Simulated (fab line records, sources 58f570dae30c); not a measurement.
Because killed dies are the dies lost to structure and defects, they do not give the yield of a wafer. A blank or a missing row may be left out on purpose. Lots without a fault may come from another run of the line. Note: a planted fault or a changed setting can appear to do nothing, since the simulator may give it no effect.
2 desks looking at one fault | flow berkeley cmos170 | every desk sees just its own numbers, and what lay behind them comes last

## AT THE METROLOGY DESK
What the gauges read for every lot (on any tool): the sampled wafers with a number, averaged. Marked OUT: a lot whose mean sits more than 4 standard deviations from the usual mean, which makes it out of limits; the brackets give that distance.
Columns: A = V1_POLISHED_THK at UCB170_V1_THK_MEAS_04, usual 1000.2 nm; B = M2_AL_RS at UCB170_M2_RS_MEAS_02, usual 0.0323 ohm/sq; C = cd nm at UCB170_M2_CD_MEAS_15, usual 699.5 nm
lot  | first seen here | A               | B      | C
L108 | day 7 05:17     | 1000.2          | 0.0318 | 701.0
L109 | day 7 15:44     | 999.7           | 0.0325 | 699.9
L110 | day 7 15:46     | 999.1           | 0.0324 | 698.7
L112 | day 8 01:52     | 999.6           | 0.0323 | 699.0
L111 | day 8 01:53     | 998.8           | 0.0323 | 701.1
L113 | day 8 12:14     | 1000.2          | 0.0329 | 702.4
L117 | day 9 01:14     | 1000.8          | 0.0325 | 696.7
L120 | day 9 14:33     | 1001.4          | 0.0328 | 700.6
L118 | day 9 17:23     | 999.2           | 0.0326 | 698.0
L119 | day 9 17:24     | 1000.3          | 0.0321 | 699.3
L122 | day 10 03:34    | 916.9 (-83) OUT | 0.0324 | 702.0
L124 | day 10 16:38    | 1000.6          | 0.0325 | 700.7
L131 | day 12 04:19    | 999.7           | 0.0324 | 700.1
This desk's result: L122 out of limits, first on L122 (V1_POLISHED_THK at UCB170_V1_THK_MEAS_04), day 10 03:34. In limits: L108, L109, L110, L112, L111, L113, L117, L120, L118, L119, L124, L131.

## FOR THE TOOL OWNER'S DESK: cmp-01
The tool's own readings at UCB170_V1_CMP_02 (polishes SiO2): means of the sampled wafers that have a number, for each lot that ran on this tool. Marked OUT: a lot whose mean sits more than 4 standard deviations from the usual mean, which makes it out of limits; the brackets give that distance.
Columns: A = motor current A at UCB170_V1_CMP_02, usual 15.4 A
lot  | first seen here | A
L108 | day 7 04:57     | 13.4
L110 | day 7 15:28     | 14.2
L112 | day 8 01:32     | 13.9
L117 | day 9 00:49     | 13.2
L120 | day 9 14:08     | 15.5
L119 | day 9 16:58     | 14.7
L122 | day 10 03:18    | 14.4
Finding of this desk: none of the 7 lots has anything out of limits.

## BROUGHT TOGETHER
An alarm was possible from the metrology desk at day 10 03:34, on L122.
The tool owner's desk saw nothing out of limits.
On record at the tool owner's desk: L122, within its limits.
Every lot named ran UCB170_V1_CMP_02 on cmp-01.

## WHAT HAD BEEN PUT IN BY THE SIMULATOR
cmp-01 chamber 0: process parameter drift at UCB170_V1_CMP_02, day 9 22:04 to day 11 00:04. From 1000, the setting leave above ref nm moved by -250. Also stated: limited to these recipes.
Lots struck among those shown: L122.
Per desk, hours elapsed from the start of the fault to the first reading out of limits: for the metrology desk, 6.
